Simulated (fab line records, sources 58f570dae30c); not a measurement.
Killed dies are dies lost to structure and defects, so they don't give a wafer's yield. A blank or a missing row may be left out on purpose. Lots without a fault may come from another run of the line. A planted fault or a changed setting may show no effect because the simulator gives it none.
Which tool did it? | flow berkeley_cmos170 | 8 lots, 24 wafers sampled, at 2 steps of a route of 331

WHAT THE GAUGES READ, wafer by wafer
UCB170_NLDD_TW_MEAS_11.
lot  | measured    | on            | NLDD_TW
L149 | day 7 09:17 | film_metro-01 | 2198 2196 2186
L148 | day 7 09:43 | film_metro-04 | 2180 2172 2180
L152 | day 8 00:50 | film_metro-01 | 2200 2215 2211
L151 | day 8 02:09 | film_metro-04 | 2188 2179 2192
L153 | day 8 02:31 | film_metro-01 | 1914 1913 1905 1899 1911 1916
L150 | day 8 02:44 | film_metro-03 | 1923 1912 1920 1930 1924 1921
L155 | day 9 03:32 | film_metro-03 | 1938 1938 1947 1941 1942 1941
L154 | day 9 03:48 | film_metro-04 | 1897 1897 1899 1888 1904 1902

WHICH TOOL RAN EACH LOT (tool, then ch and the chambers of the sampled wafers, then the start)
lot  | UCB170_NLDD_IMPLANT_08
L149 | implanter-01 ch 0, day 7 08:55
L148 | implanter-02 ch 0, day 7 09:19
L152 | implanter-04 ch 0, day 8 00:26
L151 | implanter-02 ch 0, day 8 01:45
L153 | implanter-04 ch 0, day 8 02:08
L150 | implanter-02 ch 0, day 8 02:20
L155 | implanter-01 ch 0, day 9 03:08
L154 | implanter-02 ch 0, day 9 03:25
- UCB170_NLDD_IMPLANT_08

THE ANSWER, worked out from the rows above alone
Rule: what is usual is taken from the lots themselves. Put in order of their means at a reading, lots are off if they are a third of the lots or fewer, leave a main group of 4 or more, and stand apart from it by a gap of 3 or more times the standard deviation of the main group's means; of several such gaps the widest counts. A main group whose means are all the same, to the digits that the tables above print for the reading, isn't used. A lot without any number at a reading at which 4 lots or more have one is off too. The other lots that the step has rows for count as sound.
No lot is off at any reading shown: from this, nothing can be told.

WHAT THE SIMULATOR HAD PUT IN
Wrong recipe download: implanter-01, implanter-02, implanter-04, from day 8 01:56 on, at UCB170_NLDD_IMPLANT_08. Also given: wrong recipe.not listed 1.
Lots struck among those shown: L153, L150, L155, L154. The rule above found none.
